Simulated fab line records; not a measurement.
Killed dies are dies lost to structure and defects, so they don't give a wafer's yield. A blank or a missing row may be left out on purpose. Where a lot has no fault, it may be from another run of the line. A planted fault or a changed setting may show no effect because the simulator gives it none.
Which of the tools did it? | flow rit-cmos | 14 lots (42 wafers sampled), 1 step of a 202-step route

== WHAT THE GAUGES SHOWED, per wafer ==
Not one reading of a measure or inspect step in the record can be checked against a usual standard deviation.

== TOOL THAT RAN EACH LOT (tool first, then ch and the chambers of the sampled wafers, then the start) ==
lot  | RIT_CONTACT_CLEAN_13
L816 | wet-bench-02 ch 2, day 3 06:22
L817 | wet-bench-04 ch 0, day 3 09:31
L818 | wet-bench-04 ch 1, day 3 13:46
L820 | wet-bench-02 ch 3, day 4 04:43
L821 | wet-bench-02 ch 1, day 4 07:25
L822 | wet-bench-02 ch 2, day 4 12:33
L823 | wet-bench-01 ch 1, day 4 16:21
L824 | wet-bench-01 ch 3, day 5 03:04
L832 | wet-bench-01 ch 1, day 6 14:19
L833 | wet-bench-01 ch 0, day 6 20:24
L835 | wet-bench-02 ch 3, day 7 04:28
L836 | wet-bench-04 ch 0, day 7 08:59
L838 | wet-bench-02 ch 1, day 7 19:56
L839 | wet-bench-04 ch 2, day 7 23:23
- RIT_CONTACT_CLEAN_13: cleans in SC1, time 600 s.

== WHAT THE TOOLS THEMSELVES READ (means of the sampled wafers that have a number; where no wafer has one, the mark that the record gives instead) ==
RIT_CONTACT_CLEAN_13.
lot  | tool         | run-length-s (s)
L816 | wet-bench-02 | 625
L817 | wet-bench-04 | 625
L818 | wet-bench-04 | 625
L820 | wet-bench-02 | 633
L821 | wet-bench-02 | 633
L822 | wet-bench-02 | 627
L823 | wet-bench-01 | 623
L824 | wet-bench-01 | 626
L832 | wet-bench-01 | 601
L833 | wet-bench-01 | 594
L835 | wet-bench-02 | 625
L836 | wet-bench-04 | 625
L838 | wet-bench-02 | 626
L839 | wet-bench-04 | 627

== THE ANSWER, worked out from the rows above alone ==
Rule: usual is defined by the lots themselves. Put in order of their means at a reading, lots are off if they are a third of the lots or fewer, leave a main group of 4 or more, and stand apart from it by a gap of 3 or more times the standard deviation of the main group's means; of several such gaps the widest counts. Not used: any main group whose means are identical at the precision the tables above print for the reading. Also off: a lot with no number at a reading for which 4 or more lots have one. The other lots that the step has rows for count as sound. After the gauges, taken in route order, come the tools' own readings; for these a lot's mean is taken, as printed above. The first step at which some lot is off is used, and at that step the reading that is off furthest; a lot without a number counts as furthest.
Off, at RIT_CONTACT_CLEAN_13 on run-length-s: L832, L833. Mean 627 s and standard deviation 3 in the main group.
A tool fits if, at that step or a process step before it, it ran every lot that is off, and no sound lot after the first of them. One candidate fits, namely wet-bench-01 at RIT_CONTACT_CLEAN_13. A fault onset in the window from L824 (day 5 03:04, its last sound lot) to L832 (day 6 14:19, its first lot off) fits.
On the lots that are off, the tool's own readings at RIT_CONTACT_CLEAN_13 differ by more than 5 times the standard deviation of the sound lots' means, which bears it out; run-length-s reads 598 s there versus 627 s on the sound lots.

== WHAT THE SIMULATOR PUT IN ==
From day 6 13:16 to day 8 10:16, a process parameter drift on wet-bench-01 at RIT_CONTACT_CLEAN_13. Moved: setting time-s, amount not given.
Struck lots among those shown: L832, L833. The same result came from the rule above.
